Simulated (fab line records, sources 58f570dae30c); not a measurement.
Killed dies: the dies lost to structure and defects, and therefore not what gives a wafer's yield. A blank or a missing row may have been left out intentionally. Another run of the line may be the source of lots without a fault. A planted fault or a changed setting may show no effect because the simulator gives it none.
Chamber matching + flow berkeleyCmos170 + 3 sister chambers for UCB170_V2_CVD_00 on pecvd-03
The step deposits SiO2 from TEOS/O2, target thk 2000 nm, time 250 s. 14 wafers are shown with their chamber, then 7 later ones without.

WAFERS WITH THEIR CHAMBER
| wafer  | chamber | heaterPowerW (W) |
|--------|---------|------------------|
| L478.1 | 2       | 213              |
| L478.2 | 1       | 301              |
| L478.4 | 2       | 166              |
| L480.3 | 2       | 201              |
| L480.4 | 0       | 302              |
| L480.6 | 1       | 336              |
| L485.2 | 1       | 296              |
| L485.4 | 2       | 245              |
| L485.5 | 0       | 208              |
| L486.1 | 0       | 279              |
| L486.4 | 1       | 245              |
| L486.6 | 2       | 237              |
| L489.3 | 1       | 340              |
| L489.4 | 1       | 246              |

SIGNATURES (averages over the wafers above)
| reading      | chamber 0 | chamber 1 | chamber 2 | scatter within a chamber |
|--------------|-----------|-----------|-----------|--------------------------|
| heaterPowerW | 263.00    | 294.00    | 212.40    | 39.8                     |
Rule: for each reading, subtract the chamber's mean from the wafer's reading, divide by that reading's scatter and square the result; add these up over the readings and take the root, which gives the wafer's distance from the chamber. The wafer belongs to the nearest chamber; if the next one is less than 2 further off, it can't be placed. The scatter: the root of (the sum of the squares of (reading less its chamber's mean) over the shown wafers, divided by (wafers less chambers)).

WAFERS WITH NO CHAMBER GIVEN
| wafer  | heaterPowerW (W) |
|--------|------------------|
| L489.5 | 211              |
| L495.3 | 298              |
| L495.4 | 300              |
| L495.5 | 170              |
| L496.4 | 213              |
| L496.5 | 336              |
| L496.6 | 238              |

THE CHAMBER EACH PASSED THROUGH
| wafer  | from the rows above          | in truth |
|--------|------------------------------|----------|
| L489.5 | can't be placed: 2 or 0      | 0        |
| L495.3 | can't be placed: 1 or 0      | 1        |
| L495.4 | can't be placed: 1 or 0      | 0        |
| L495.5 | can't be placed: 2 or 0      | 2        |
| L496.4 | can't be placed: 2 or 0      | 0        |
| L496.5 | can't be placed: 1 or 0      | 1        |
| L496.6 | can't be placed: 0 or 2 or 1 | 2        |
Placed correctly: 0 of 7. These rows do not allow placing 7 (true chamber among the candidates in 7). Number placed wrongly: 0.
